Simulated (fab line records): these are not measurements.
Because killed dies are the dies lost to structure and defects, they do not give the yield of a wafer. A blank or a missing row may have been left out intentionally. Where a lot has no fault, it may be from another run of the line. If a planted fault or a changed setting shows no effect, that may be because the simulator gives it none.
Problem report, 8D (eight disciplines) form, completed by code ; flow rit-cmos ; the parts of the form that need people (team, actions taken, sign-off) are left out

1. THE ISSUE
Wafers free of any fault read 2359 (standard deviation 12) for PLDD_TW at RIT_PLDD_TW_MEAS_10, against a mean of 2638 on 6 wafers of 2 lots. That is +23 standard deviations from the usual mean.
First seen on wafer L367.3, day 5 13:10, on film-metro-02. The record has a number at this step for 42 wafers belonging to 14 lots. By rule, "out" or "out of limits" means more than 4 standard deviations away from the usual mean. Any other wafer with a number is counted as sound.

2. WHAT IT IS AND WHAT IT IS NOT
question;is;is not
which readings at this step;PLDD_TW;-
which lots;L367, L369;L355, L356, L357, L358, L359, L362, L363, L370, L371, L373, L375, L376
which wafers of those lots;all that have a number;-
read on which gauges;film-metro-02;film-metro-01, film-metro-03
when;from day 5 13:10;"up to then (21 sound wafers); but 15 sound wafers of L370, L371, L373, L375, L376 came after"

3. THE SUSPECTS, EACH WITH WHAT RULES IT OUT
Counting: a tool at a process step up to the reading stays a suspect if it ran every lot that is out and no sound lot after the first of them.
- the gauge at RIT_PLDD_TW_MEAS_10 is ruled out. All the wafers that are out were read on film-metro-02, but those of them that RIT_PLDD_IMPLANT_08 has rows for are out there too, on other tools.
- implanter-01 at RIT_PLDD_IMPLANT_08: kept. All lots that are out passed through it, beginning with L367 at day 5 12:52, and no sound lot followed; its final sound lot before that point was L363 at day 4 17:10. Out on those wafers are its own readings of dose-ions-cm2, faraday-current-uA.
Remaining after the count: implanter-01 at RIT_PLDD_IMPLANT_08.

4. THE CAUSE (what the simulator had put in)
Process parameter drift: implanter-01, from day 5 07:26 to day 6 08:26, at RIT_PLDD_IMPLANT_08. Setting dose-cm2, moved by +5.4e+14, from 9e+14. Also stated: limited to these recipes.
After counting, this tool was the only one left.

5. SEQUENCE OF EFFECTS, ordered by route
Each row: a reading whose mean over the struck wafers that have a number lies more than 3 standard deviations from the usual. Readings are gone through only where the record gives a usual standard deviation; hours: the median, over the lots, of the time from a lot's start at the first step in this table giving one to that lot's start at this step; sigmas: the change measured in usual standard deviations.
hours;step;reading;usual;on struck wafers;change;sigmas
0;RIT_PLDD_IMPLANT_08;dose-ions-cm2;9.002e+14;1.440e+15;+5.397e+14;+99 or more
0;RIT_PLDD_IMPLANT_08;end-station-pressure-torr;7.3e-06 Torr;8.7e-06;+1.4e-06;+3.5
0;RIT_PLDD_IMPLANT_08;faraday-current-uA;2826;4494;+1668;+33
0;RIT_PLDD_TW_MEAS_10;PLDD_TW;2359;2638;+279;+23
6;RIT_SDANNEAL_RS_MEAS_06;PLDD_RS;178.6 ohm/sq;156.8;-21.8;-50
The process steps in it:
- RIT_PLDD_IMPLANT_08

6. HOW IT WOULD HAVE BEEN CAUGHT EARLIER
In this record the first reading out of limits at a measuring or inspecting step was taken at day 5 13:10, 6 hours after the fault began at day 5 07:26.
At RIT_PLDD_IMPLANT_08, the tool's own readings (dose-ions-cm2, faraday-current-uA) were out on each struck wafer the step has a row for, so an alarm limit on them would have fired on the first such wafer.
Among the 2 lots that are out, L369 began RIT_PLDD_IMPLANT_08 on implanter-01 after day 5 13:10. Holding the tool at that time would have saved it.
